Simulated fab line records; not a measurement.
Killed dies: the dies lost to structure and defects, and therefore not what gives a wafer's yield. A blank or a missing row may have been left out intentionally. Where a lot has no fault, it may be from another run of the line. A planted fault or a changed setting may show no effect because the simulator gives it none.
Shared-tool check || flow berkeley_cmos170 || Sample size 14 lots and 42 wafers

== REASON IT WAS OPENED ==
2 of 14 lots carry a flag on the reading PLDD_RS at UCB170_SDANNEAL_RS_MEAS_04. No-fault wafers: 1032.0 ohm/sq, standard deviation 2.8.
Rule: flag the lot when none of its wafers has a number, or when each of its wafers that has one lies beyond 4 standard deviations from that mean. The other lots count as sound.

{"lot": "L489", "measured": "day 7 18:08", "on": "film_metro-01", "PLDD_RS (ohm/sq), wafer by wafer": "1035.0 1033.7 1033.9", "flag": ""}
{"lot": "L491", "measured": "day 8 01:52", "on": "film_metro-02", "PLDD_RS (ohm/sq), wafer by wafer": "1036.0 1032.9 1037.0", "flag": ""}
{"lot": "L495", "measured": "day 9 02:10", "on": "film_metro-02", "PLDD_RS (ohm/sq), wafer by wafer": "1032.3 1028.0 1030.6", "flag": ""}
{"lot": "L493", "measured": "day 9 02:24", "on": "film_metro-03", "PLDD_RS (ohm/sq), wafer by wafer": "1036.2 1033.0 1034.5", "flag": ""}
{"lot": "L494", "measured": "day 9 02:41", "on": "film_metro-01", "PLDD_RS (ohm/sq), wafer by wafer": "1028.8 1028.9 1027.8", "flag": ""}
{"lot": "L496", "measured": "day 9 11:25", "on": "film_metro-01", "PLDD_RS (ohm/sq), wafer by wafer": "951.7 951.9 952.7", "flag": "FLAGGED"}
{"lot": "L497", "measured": "day 9 11:40", "on": "film_metro-02", "PLDD_RS (ohm/sq), wafer by wafer": "1030.8 1032.7 1032.9", "flag": ""}
{"lot": "L498", "measured": "day 10 11:25", "on": "film_metro-02", "PLDD_RS (ohm/sq), wafer by wafer": "950.8 953.5 952.3", "flag": "FLAGGED"}
{"lot": "L500", "measured": "day 10 19:39", "on": "film_metro-03", "PLDD_RS (ohm/sq), wafer by wafer": "1034.0 1031.5 1027.8", "flag": ""}
{"lot": "L507", "measured": "day 11 14:45", "on": "film_metro-01", "PLDD_RS (ohm/sq), wafer by wafer": "1031.1 1026.8 1032.0", "flag": ""}
{"lot": "L509", "measured": "day 12 00:34", "on": "film_metro-02", "PLDD_RS (ohm/sq), wafer by wafer": "1036.8 1035.0 1035.2", "flag": ""}
{"lot": "L505", "measured": "day 12 01:10", "on": "film_metro-02", "PLDD_RS (ohm/sq), wafer by wafer": "1029.1 1029.5 1030.4", "flag": ""}
{"lot": "L511", "measured": "day 12 15:58", "on": "film_metro-02", "PLDD_RS (ohm/sq), wafer by wafer": "1028.0 1026.9 1030.1", "flag": ""}
{"lot": "L510", "measured": "day 13 06:34", "on": "film_metro-02", "PLDD_RS (ohm/sq), wafer by wafer": "1031.7 1034.2 1035.3", "flag": ""}
Average over the flagged lots: 952.1 ohm/sq; offset from the usual -79.9 ohm/sq, equal to -29 standard deviations.

== LOT BY LOT: THE TOOL USED ==
The record holds 1 process step before the reading, out of a route of 331 steps. Cell contents, in order: the tool; ch with the chambers the sampled wafers went through; the start.
{"lot": "L489", "flag": "", "UCB170_PLDD_IMPLANT_08": "implanter-03 ch 0, day 7 01:29"}
{"lot": "L491", "flag": "", "UCB170_PLDD_IMPLANT_08": "implanter-04 ch 0, day 7 12:47"}
{"lot": "L495", "flag": "", "UCB170_PLDD_IMPLANT_08": "implanter-04 ch 0, day 8 09:52"}
{"lot": "L493", "flag": "", "UCB170_PLDD_IMPLANT_08": "implanter-02 ch 0, day 8 10:07"}
{"lot": "L494", "flag": "", "UCB170_PLDD_IMPLANT_08": "implanter-04 ch 0, day 8 10:45"}
{"lot": "L496", "flag": "FLAGGED", "UCB170_PLDD_IMPLANT_08": "implanter-04 ch 0, day 8 20:35"}
{"lot": "L497", "flag": "", "UCB170_PLDD_IMPLANT_08": "implanter-02 ch 0, day 8 20:17"}
{"lot": "L498", "flag": "FLAGGED", "UCB170_PLDD_IMPLANT_08": "implanter-04 ch 0, day 9 20:56"}
{"lot": "L500", "flag": "", "UCB170_PLDD_IMPLANT_08": "implanter-02 ch 0, day 10 06:19"}
{"lot": "L507", "flag": "", "UCB170_PLDD_IMPLANT_08": "implanter-02 ch 0, day 11 00:20"}
{"lot": "L509", "flag": "", "UCB170_PLDD_IMPLANT_08": "implanter-02 ch 0, day 11 11:35"}
{"lot": "L505", "flag": "", "UCB170_PLDD_IMPLANT_08": "implanter-02 ch 0, day 11 11:59"}
{"lot": "L511", "flag": "", "UCB170_PLDD_IMPLANT_08": "implanter-04 ch 0, day 12 02:23"}
{"lot": "L510", "flag": "", "UCB170_PLDD_IMPLANT_08": "implanter-03 ch 0, day 12 02:37"}
These steps, and what they do:
- UCB170_PLDD_IMPLANT_08
- UCB170_SDANNEAL_RS_MEAS_04: measures by four-point-probe.

== FLAGGED AGAINST TOTAL, ONE TOOL AT A TIME (gauges that did the reading follow at the end) ==
{"step": "UCB170_PLDD_IMPLANT_08", "tool": "implanter-02", "lots run": 6, "flagged": 0, "share of the flagged lots": "none", "sound lots run after its first flagged lot": "-"}
{"step": "UCB170_PLDD_IMPLANT_08", "tool": "implanter-03", "lots run": 2, "flagged": 0, "share of the flagged lots": "none", "sound lots run after its first flagged lot": "-"}
{"step": "UCB170_PLDD_IMPLANT_08", "tool": "implanter-04", "lots run": 6, "flagged": 2, "share of the flagged lots": "all", "sound lots run after its first flagged lot": "1 (L511)"}
{"step": "UCB170_SDANNEAL_RS_MEAS_04", "tool": "film_metro-01", "lots run": 4, "flagged": 1, "share of the flagged lots": "some", "sound lots run after its first flagged lot": "1 (L507)"}
{"step": "UCB170_SDANNEAL_RS_MEAS_04", "tool": "film_metro-02", "lots run": 8, "flagged": 1, "share of the flagged lots": "some", "sound lots run after its first flagged lot": "4 (L509,L505,L511,L510)"}
{"step": "UCB170_SDANNEAL_RS_MEAS_04", "tool": "film_metro-03", "lots run": 2, "flagged": 0, "share of the flagged lots": "none", "sound lots run after its first flagged lot": "-"}

== WHAT THE TABLE PERMITS ==
1 row of the table ran every flagged lot: implanter-04 at UCB170_PLDD_IMPLANT_08.
- implanter-04 at UCB170_PLDD_IMPLANT_08 ran 6 lots, 2 of them flagged. After the first flagged lot (L511), sound lots still ran on it; a lasting fault on the whole tool would not permit that. Its own readings lie more than 4 standard deviations out on every wafer of the flagged lots: beam_on_s, end_station_pressure_torr, faraday_current_uA.
No row of the table ran every flagged lot and no sound lot after the first.

== WHAT THE SIMULATOR HAD PUT IN ==
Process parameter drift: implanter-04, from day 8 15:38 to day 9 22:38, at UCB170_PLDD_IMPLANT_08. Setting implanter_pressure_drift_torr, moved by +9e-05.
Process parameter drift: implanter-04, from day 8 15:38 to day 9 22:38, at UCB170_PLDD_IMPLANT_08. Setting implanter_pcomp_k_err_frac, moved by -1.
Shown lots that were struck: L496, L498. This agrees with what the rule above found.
